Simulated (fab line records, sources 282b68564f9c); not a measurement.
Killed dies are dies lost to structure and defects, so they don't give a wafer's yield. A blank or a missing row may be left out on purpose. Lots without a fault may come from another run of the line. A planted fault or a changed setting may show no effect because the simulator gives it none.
Problem report in the 8D (eight disciplines) form, filled by code | flow rit_cmos | the parts of the form that need people (team, actions taken, sign-off) are left out

1. THE PROBLEM
spin_speed_rpm at RIT_PSD_COAT_01 reads a mean of 3943.3 rpm on 6 wafers of 2 lots; wafers without a fault read 3249.6 rpm with a standard deviation of 2.1. That is +99 or more standard deviations from the usual mean.
The step: resist thk 1000 nm.
First seen on wafer L149.4, day 5 23:14, on litho_track-04. The record holds 18 wafers of 6 lots with a number at this step. Rule for "out", or "out of limits": more than 4 standard deviations from the usual mean. The other wafers with a number count as sound.

2. WHAT IT IS AND WHAT IT IS NOT
question                    | is                     | is not
which readings at this step | spin_speed_rpm         | -
which lots                  | L149, L152             | L135, L154, L156, L157
which wafers of those lots  | all that have a number | -
read on which tools         | litho_track-04         | litho_track-02
when                        | from day 5 23:14       | up to then (3 sound wafers); but 9 sound wafers of L154, L156, L157 came after

3. SUSPECTS, AND WHAT RULES EACH OUT
Counting: a tool at a process step up to the reading stays a suspect if it ran every lot that is out and no sound lot after the first of them.
- plasma_asher-04 at RIT_NSD_STRIP_09 (strips in O2, time 180 s): ruled out as a lasting fault. Sound lots L157 ran on it after its first lot that is out, L149 (day 5 22:50).
- litho_track-04 at RIT_PSD_COAT_01 (resist thk 1000 nm): kept. It ran every lot that is out, first L149 (day 5 23:14), and no sound lot after that; its last sound lot up to then is L135 (day 3 03:07). Its own readings are out on those wafers: spin_speed_rpm.
Left after counting: litho_track-04 at RIT_PSD_COAT_01.

4. THE CAUSE (what the simulator had put in)
Process parameter drift: litho_track-04, from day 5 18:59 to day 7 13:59, at RIT_PSD_COAT_01. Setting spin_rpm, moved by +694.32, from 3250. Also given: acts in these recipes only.
Counting left only this tool.

5. THE CHAIN OF EFFECTS, in route order
Each row: a reading whose mean over the struck wafers that have a number lies more than 3 standard deviations from the usual. Only readings for which the record gives a usual standard deviation are gone through. hours: the time from each lot's start at the first step in this table that gives one to its start at this step, as a median over the lots. sigmas: the change in usual standard deviations.
hours | step            | reading        | usual      | on struck wafers | change | sigmas
0     | RIT_PSD_COAT_01 | spin_speed_rpm | 3249.6 rpm | 3943.3           | +693.7 | +99 or more
The process steps in it:
- RIT_PSD_COAT_01: resist thk 1000 nm.
Later measuring or inspecting steps at which every struck wafer that the step has a row for has a number for every such reading, and none has moved that far: RIT_PSD_OVL_MEAS_06.

6. WHAT WOULD HAVE CAUGHT IT SOONER
In this record the first reading out of limits was taken at day 5 23:14, 4 hours after the fault began at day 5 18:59.
